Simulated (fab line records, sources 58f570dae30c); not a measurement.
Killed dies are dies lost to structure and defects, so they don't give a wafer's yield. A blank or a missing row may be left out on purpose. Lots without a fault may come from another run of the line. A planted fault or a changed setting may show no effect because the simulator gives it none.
Which tool did it? | flow berkeley_cmos170 | 14 lots, 42 wafers sampled, at 5 steps of a route of 331

WHAT THE GAUGES READ, wafer by wafer
UCB170_START_BOW_MEAS_00.
lot  | measured    | on            | INCOMING_BOW (um)
L621 | day 1 10:00 | film_metro-02 | -2 -5 1
L622 | day 1 15:01 | film_metro-02 | 0 -1 4
L624 | day 2 01:00 | film_metro-03 | 2 -5 -2
L625 | day 2 06:00 | film_metro-01 | -5 -3 4
L626 | day 2 11:00 | film_metro-03 | 13 4 -6
L627 | day 2 16:02 | film_metro-02 | 2 -6 2
L628 | day 2 21:01 | film_metro-03 | 0 8 -5
L631 | day 3 12:00 | film_metro-01 | -5 -10 -4
L632 | day 3 17:00 | film_metro-01 | 1 11 -2
L635 | day 4 08:01 | film_metro-01 | -3 14 -3
L638 | day 4 23:01 | film_metro-01 | -4 16 -5
L639 | day 5 04:00 | film_metro-03 | -7 6 1
L640 | day 5 09:00 | film_metro-03 | -3 -3 -2
L642 | day 5 19:00 | film_metro-03 | -2 -2 1

UCB170_ACTIVE_CD_MEAS_90: target cd 1200 nm.
lot  | measured    | on        | cd_nm (nm)
L621 | day 4 22:07 | cd_sem-01 | 1200.0 1199.5 1200.4
L622 | day 4 22:04 | cd_sem-02 | 1200.5 1200.8 1200.5
L624 | day 5 03:53 | cd_sem-01 | 1201.4 1201.1 1201.4
L625 | day 5 11:30 | cd_sem-01 | 1199.1 1199.8 1200.2
L626 | day 5 11:15 | cd_sem-02 | 1200.3 1201.4 1200.2
L627 | day 5 18:43 | cd_sem-02 | 1199.5 1199.7 1200.9
L628 | day 5 18:56 | cd_sem-01 | 1199.1 1200.2 1199.9
L631 | day 6 16:40 | cd_sem-01 | 1201.2 1200.1 1202.7
L632 | day 6 16:22 | cd_sem-01 | 1199.3 1199.3 1199.2
L635 | day 7 02:35 | cd_sem-02 | 1201.4 1201.6 1201.0
L638 | day 7 12:58 | cd_sem-01 | 1199.9 1200.0 1201.0
L639 | day 8 02:16 | cd_sem-01 | 1200.8 1199.2 1198.3
L640 | day 8 02:23 | cd_sem-02 | 1200.6 1199.9 1200.7
L642 | day 8 13:58 | cd_sem-02 | 1200.1 1198.8 1201.1

UCB170_PVT_TW_MEAS_09.
lot  | measured    | on            | PVT_TW
L621 | day 6 00:17 | film_metro-01 | 505 504 506
L622 | day 6 00:02 | film_metro-04 | 507 510 510
L624 | day 6 11:26 | film_metro-01 | 506 508 508
L625 | day 6 19:30 | film_metro-01 | 508 504 506
L626 | day 6 19:47 | film_metro-01 | 505 505 507
L627 | day 6 23:01 | film_metro-02 | 511 511 514
L628 | day 6 23:20 | film_metro-01 | 505 503 504
L631 | day 8 01:18 | film_metro-04 | 507 504 507
L632 | day 8 00:28 | film_metro-04 | 507 506 507
L635 | day 8 07:38 | film_metro-01 | 540 541 541
L638 | day 8 20:07 | film_metro-02 | 552 550 549
L639 | day 9 07:49 | film_metro-04 | 508 508 507
L640 | day 9 07:05 | film_metro-02 | 515 513 512
L642 | day 9 20:58 | film_metro-04 | 508 508 510

WHICH TOOL RAN EACH LOT (tool, then ch and the chambers of the sampled wafers, then the start)
lot  | UCB170_ZERO_ETCH_06               | UCB170_PVT_IMPLANT_07
L621 | rie_diel-03 ch 1,2, day 1 19:07   | implanter-04 ch 0, day 6 00:02
L622 | rie_diel-02 ch 0,1,3, day 1 22:22 | implanter-03 ch 0, day 5 23:47
L624 | rie_diel-04 ch 0,1,3, day 2 08:38 | implanter-03 ch 0, day 6 11:11
L625 | rie_diel-04 ch 0,1,3, day 2 17:13 | implanter-04 ch 0, day 6 19:15
L626 | rie_diel-02 ch 1,2,3, day 2 18:17 | implanter-02 ch 0, day 6 19:32
L627 | rie_diel-03 ch 2,3, day 3 03:41   | implanter-04 ch 0, day 6 22:48
L628 | rie_diel-02 ch 0,3, day 3 10:21   | implanter-03 ch 0, day 6 23:06
L631 | rie_diel-03 ch 0,2,3, day 4 00:57 | implanter-02 ch 0, day 8 01:03
L632 | rie_diel-03 ch 0,2,3, day 4 06:46 | implanter-04 ch 0, day 8 00:13
L635 | rie_diel-03 ch 0,1,2, day 4 20:30 | implanter-03 ch 0, day 8 07:23
L638 | rie_diel-03 ch 2,3, day 5 05:00   | implanter-03 ch 0, day 8 19:53
L639 | rie_diel-03 ch 1,2,3, day 5 12:34 | implanter-04 ch 0, day 9 07:34
L640 | rie_diel-02 ch 0,2, day 5 15:43   | implanter-02 ch 0, day 9 06:50
L642 | rie_diel-02 ch 0,1,3, day 6 07:11 | implanter-02 ch 0, day 9 20:43
- UCB170_ZERO_ETCH_06: etches SiO2 in CHF3/CF4/Ar, time 12 s.
- UCB170_PVT_IMPLANT_07

WHAT THE TOOLS THEMSELVES READ (means of the sampled wafers that have a number; where no wafer has one, the mark that the record gives instead)
UCB170_ZERO_ETCH_06.
lot  | tool        | cf4_flow_sccm (sccm) | drypump_motor_current_A (A) | oes_product_au (a.u.) | rf_fwd_power_W (W) | throttle_valve_pct (%)
L621 | rie_diel-03 | 10.000               | 5.7                         | 0.630                 | 492.0              | 9.27
L622 | rie_diel-02 | 9.997                | 5.8                         | 0.620                 | 489.1              | 9.31
L624 | rie_diel-04 | 10.023               | 5.2                         | 0.619                 | 490.4              | 9.24
L625 | rie_diel-04 | 9.976                | 5.2                         | 0.625                 | 487.6              | 9.25
L626 | rie_diel-02 | 9.981                | 5.8                         | 0.614                 | 491.8              | 9.23
L627 | rie_diel-03 | 9.993                | 5.8                         | 0.617                 | 493.2              | 9.04
L628 | rie_diel-02 | 10.040               | 6.3                         | 0.621                 | 487.9              | 9.38
L631 | rie_diel-03 | 10.006               | 5.9                         | 0.620                 | 493.3              | 9.08
L632 | rie_diel-03 | 9.983                | 5.9                         | 0.618                 | 491.0              | 9.08
L635 | rie_diel-03 | 10.008               | 5.8                         | 0.623                 | 492.1              | 9.20
L638 | rie_diel-03 | 9.961                | 5.8                         | 0.620                 | 492.4              | 9.05
L639 | rie_diel-03 | 9.999                | 5.7                         | 0.625                 | 492.0              | 9.14
L640 | rie_diel-02 | 9.974                | 6.3                         | 0.619                 | 489.9              | 9.28
L642 | rie_diel-02 | 9.991                | 5.8                         | 0.615                 | 490.5              | 9.30

UCB170_PVT_IMPLANT_07.
lot  | tool         | beam_energy_keV
L621 | implanter-04 | 29.996
L622 | implanter-03 | 29.999
L624 | implanter-03 | 30.003
L625 | implanter-04 | 29.997
L626 | implanter-02 | 30.009
L627 | implanter-04 | 29.982
L628 | implanter-03 | 30.006
L631 | implanter-02 | 30.005
L632 | implanter-04 | 29.999
L635 | implanter-03 | 39.022
L638 | implanter-03 | 39.008
L639 | implanter-04 | 29.994
L640 | implanter-02 | 29.995
L642 | implanter-02 | 30.007

THE ANSWER, worked out from the rows above alone
Rule: what is usual is taken from the lots themselves. Put in order of their means at a reading, lots are off if they are a third of the lots or fewer, leave a main group of 4 or more, and stand apart from it by a gap of 3 or more times the standard deviation of the main group's means; of several such gaps the widest counts. A main group whose means are all the same, to the digits that the tables above print for the reading, isn't used. A lot without any number at a reading at which 4 lots or more have one is off too. The other lots that the step has rows for count as sound. The gauges are gone through in route order, then the tools' own readings, and for those a lot's mean is taken as printed above. The first step at which some lot is off is used, and at that step the reading that is off furthest; a lot without a number counts as furthest.
Off: L635, L638, at UCB170_PVT_TW_MEAS_09 (PVT_TW). The main group: mean 508, standard deviation 2.7.
A tool fits if, at a process step before that reading, it ran every lot that is off, and no sound lot after the first of them. The gauges at UCB170_PVT_TW_MEAS_09 aren't tried: what is off there is off at UCB170_PVT_IMPLANT_07 too, on other tools, and a gauge's error can't cause that. One fits: implanter-03 at UCB170_PVT_IMPLANT_07. Its last sound lot is L628 (day 6 23:06), its first lot that is off L635 (day 8 07:23): a fault that began between those two fits.
The tool's own readings at UCB170_PVT_IMPLANT_07 bear it out: on the lots that are off they differ by more than 5 times the standard deviation of the sound lots' means. beam_energy_keV reads 39.015 there against 29.999 on the sound lots.

WHAT THE SIMULATOR HAD PUT IN
Process parameter drift: implanter-03, from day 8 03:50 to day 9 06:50, at UCB170_PVT_IMPLANT_07. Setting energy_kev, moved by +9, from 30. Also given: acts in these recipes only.
Lots struck among those shown: L635, L638. The rule above found the same.
